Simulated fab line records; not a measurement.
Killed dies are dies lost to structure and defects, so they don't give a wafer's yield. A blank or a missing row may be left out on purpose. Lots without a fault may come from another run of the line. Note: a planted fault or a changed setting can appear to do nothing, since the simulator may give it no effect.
Which tool was responsible? + flow rit-cmos + 39 wafers from 13 lots sampled at 5 of the route's 202 steps

== WHAT THE GAUGES READ, wafer by wafer ==
RIT_ACTIVE_THK_MEAS_02. Usual: for ACTIVE_OXIDE_THK the level is 46.0 nm and the standard deviation is 0.84.
| lot  | measured    | on            | ACTIVE_OXIDE_THK (nm) | flag |
|------|-------------|---------------|-----------------------|------|
| L902 | day 1 12:05 | film-metro-03 | 44.8 45.2 44.8        |      |
| L903 | day 1 17:30 | film-metro-04 | 47.4 47.2 47.4        |      |
| L905 | day 2 03:04 | film-metro-03 | 46.8 47.1 46.5        |      |
| L906 | day 2 10:34 | film-metro-04 | 46.3 45.9 46.8        |      |
| L907 | day 2 13:33 | film-metro-03 | 46.8 47.4 47.1        |      |
| L908 | day 2 18:04 | film-metro-03 | 46.3 46.8 47.2        |      |
| L909 | day 2 23:04 | film-metro-02 | 46.5 46.4 47.0        |      |
| L910 | day 3 04:04 | film-metro-02 | 45.7 45.0 46.3        |      |
| L912 | day 3 15:07 | film-metro-04 | 47.0 47.1 47.6        |      |
| L916 | day 4 10:05 | film-metro-02 | 46.0 46.5 46.1        |      |
| L922 | day 5 16:27 | film-metro-04 | 44.8 44.7 45.6        |      |
| L923 | day 5 21:08 | film-metro-02 | 45.8 45.7 45.2        |      |
| L925 | day 6 09:25 | film-metro-03 | 45.9 46.1 45.6        |      |

RIT_ACTIVE_CD_MEAS_11 targets a cd of 1400 nm. Usual: 1399.9 nm for cd-nm, sd 2.3.
| lot  | measured    | on        | cd-nm (nm)           | flag |
|------|-------------|-----------|----------------------|------|
| L902 | day 1 14:42 | cd-sem-01 | 1401.0 1401.4 1402.9 |      |
| L903 | day 1 20:03 | cd-sem-02 | 1398.6 1400.9 1399.9 |      |
| L905 | day 2 05:42 | cd-sem-01 | 1398.9 1397.2 1400.0 |      |
| L906 | day 2 15:19 | cd-sem-01 | 1400.8 1400.7 1399.4 |      |
| L907 | day 2 17:24 | cd-sem-01 | 1401.8 1402.4 1401.0 |      |
| L908 | day 2 21:18 | cd-sem-01 | 1399.4 1402.1 1397.4 |      |
| L909 | day 3 01:33 | cd-sem-02 | 1399.7 1401.1 1399.4 |      |
| L910 | day 3 06:28 | cd-sem-02 | 1397.6 1400.1 1399.6 |      |
| L912 | day 3 17:59 | cd-sem-02 | 1402.7 1399.2 1401.5 |      |
| L916 | day 4 13:20 | cd-sem-02 | 1398.6 1400.7 1399.6 |      |
| L922 | day 5 18:59 | cd-sem-02 | 1401.0 1400.8 1399.9 |      |
| L923 | day 5 23:39 | cd-sem-01 | 1395.0 1393.7 1393.7 |      |
| L925 | day 6 11:56 | cd-sem-01 | 1396.5 1397.9 1399.4 |      |

RIT_GATE_THK_MEAS_09. Usual: for GATE_POLY_THK the level is 248.0 nm and the standard deviation is 2.9.
| lot  | measured    | on            | GATE_POLY_THK (nm) | flag |
|------|-------------|---------------|--------------------|------|
| L902 | day 2 14:31 | film-metro-03 | 247.4 248.8 247.4  |      |
| L903 | day 2 19:22 | film-metro-01 | 250.4 249.9 249.0  |      |
| L905 | day 3 08:23 | film-metro-03 | 247.6 246.0 247.9  |      |
| L906 | day 3 18:57 | film-metro-02 | 246.5 247.7 248.7  |      |
| L907 | day 3 18:33 | film-metro-03 | 248.5 249.3 249.0  |      |
| L908 | day 3 20:10 | film-metro-01 | 246.7 246.7 247.1  |      |
| L909 | day 4 05:04 | film-metro-02 | 244.9 245.0 247.4  |      |
| L910 | day 4 09:04 | film-metro-01 | 253.5 254.8 253.3  |      |
| L912 | day 4 18:22 | film-metro-02 | 252.4 251.5 251.8  |      |
| L916 | day 5 13:30 | film-metro-03 | 246.3 247.7 247.9  |      |
| L922 | day 6 19:40 | film-metro-02 | 250.1 249.5 251.1  |      |
| L923 | day 6 23:59 | film-metro-03 | 403.9 401.4 404.4  | OFF  |
| L925 | day 7 09:03 | film-metro-01 | 243.9 245.5 244.1  |      |

== WHICH TOOL RAN EACH LOT (tool, then ch and the chambers of the sampled wafers, then the start) ==
| lot  | RIT_ACTIVE_STRIP_14                 | RIT_GATE_CVD_08            |
|------|-------------------------------------|----------------------------|
| L902 | plasma-asher-01 ch 0,1, day 1 15:07 | lpcvd-02 ch 1, day 2 12:52 |
| L903 | plasma-asher-02 ch 0,1, day 1 20:26 | lpcvd-01 ch 1, day 2 16:56 |
| L905 | plasma-asher-02 ch 0,1, day 2 06:05 | lpcvd-02 ch 0, day 3 06:45 |
| L906 | plasma-asher-03 ch 0,1, day 2 15:52 | lpcvd-01 ch 0, day 3 16:29 |
| L907 | plasma-asher-02 ch 0,1, day 2 17:47 | lpcvd-02 ch 0, day 3 16:55 |
| L908 | plasma-asher-02 ch 0,1, day 2 21:42 | lpcvd-02 ch 1, day 3 18:32 |
| L909 | plasma-asher-03 ch 0,1, day 3 01:58 | lpcvd-02 ch 1, day 4 02:37 |
| L910 | plasma-asher-03 ch 0,1, day 3 06:50 | lpcvd-01 ch 1, day 4 07:26 |
| L912 | plasma-asher-02 ch 0,1, day 3 18:22 | lpcvd-01 ch 0, day 4 15:56 |
| L916 | plasma-asher-02 ch 0,1, day 4 13:44 | lpcvd-02 ch 1, day 5 11:52 |
| L922 | plasma-asher-03 ch 0,1, day 5 19:26 | lpcvd-02 ch 1, day 6 18:03 |
| L923 | plasma-asher-01 ch 0,1, day 6 00:07 | lpcvd-01 ch 1, day 6 22:22 |
| L925 | plasma-asher-01 ch 0,1, day 6 12:20 | lpcvd-02 ch 1, day 7 07:26 |
- RIT_ACTIVE_STRIP_14: strips in O2, time 180 s.
- RIT_GATE_CVD_08: deposits poly-Si from SiH4, target thk 250 nm, time 2220 s.

== WHAT THE TOOLS THEMSELVES READ (means of the sampled wafers that have a number; where no wafer has one, the mark that the record gives instead) ==
RIT_ACTIVE_STRIP_14. Usual: 5.85 A for drypump-motor-current-A, sd 0.18.
| lot  | tool            | drypump-motor-current-A (A) | flag |
|------|-----------------|-----------------------------|------|
| L902 | plasma-asher-01 | 5.98                        |      |
| L903 | plasma-asher-02 | 5.81                        |      |
| L905 | plasma-asher-02 | 5.80                        |      |
| L906 | plasma-asher-03 | 5.94                        |      |
| L907 | plasma-asher-02 | 5.82                        |      |
| L908 | plasma-asher-02 | 5.81                        |      |
| L909 | plasma-asher-03 | 5.92                        |      |
| L910 | plasma-asher-03 | 5.81                        |      |
| L912 | plasma-asher-02 | 5.77                        |      |
| L916 | plasma-asher-02 | 5.83                        |      |
| L922 | plasma-asher-03 | 5.92                        |      |
| L923 | plasma-asher-01 | 5.81                        |      |
| L925 | plasma-asher-01 | 5.95                        |      |

RIT_GATE_CVD_08. Usual: 633 C for spike-tc-load-C, sd 4.
| lot  | tool     | spike-tc-load-C (C) | flag |
|------|----------|---------------------|------|
| L902 | lpcvd-02 | 636                 |      |
| L903 | lpcvd-01 | 624                 |      |
| L905 | lpcvd-02 | 635                 |      |
| L906 | lpcvd-01 | 633                 |      |
| L907 | lpcvd-02 | 635                 |      |
| L908 | lpcvd-02 | 636                 |      |
| L909 | lpcvd-02 | 636                 |      |
| L910 | lpcvd-01 | 624                 |      |
| L912 | lpcvd-01 | 633                 |      |
| L916 | lpcvd-02 | 635                 |      |
| L922 | lpcvd-02 | 636                 |      |
| L923 | lpcvd-01 | 624                 |      |
| L925 | lpcvd-02 | 636                 |      |

== THE ANSWER, worked out from the rows above alone ==
Rule: take the mean of a lot's wafers that have a number; if it is more than 3 standard deviations from the usual mean, the lot is off. A lot without any number at a reading at which 4 lots or more have one is off too. Any other lot the step has rows for is counted as sound. Order of review: gauges by route order, followed by the tools' own readings, for which a lot's mean as printed above is used. At the first step where some lot is off, the reading lying furthest off is the one used; lots without a number count as furthest.
Off: at RIT_GATE_THK_MEAS_09 (GATE_POLY_THK), L923.
A tool fits if, at a process step before that reading, it ran every lot that is off, and no sound lot after the first of them. The gauges at RIT_GATE_THK_MEAS_09 are tried like those tools. Can't be told from this: 2 tools fit, lpcvd-01 at RIT_GATE_CVD_08, film-metro-03 at RIT_GATE_THK_MEAS_09.

== WHAT THE SIMULATOR HAD PUT IN ==
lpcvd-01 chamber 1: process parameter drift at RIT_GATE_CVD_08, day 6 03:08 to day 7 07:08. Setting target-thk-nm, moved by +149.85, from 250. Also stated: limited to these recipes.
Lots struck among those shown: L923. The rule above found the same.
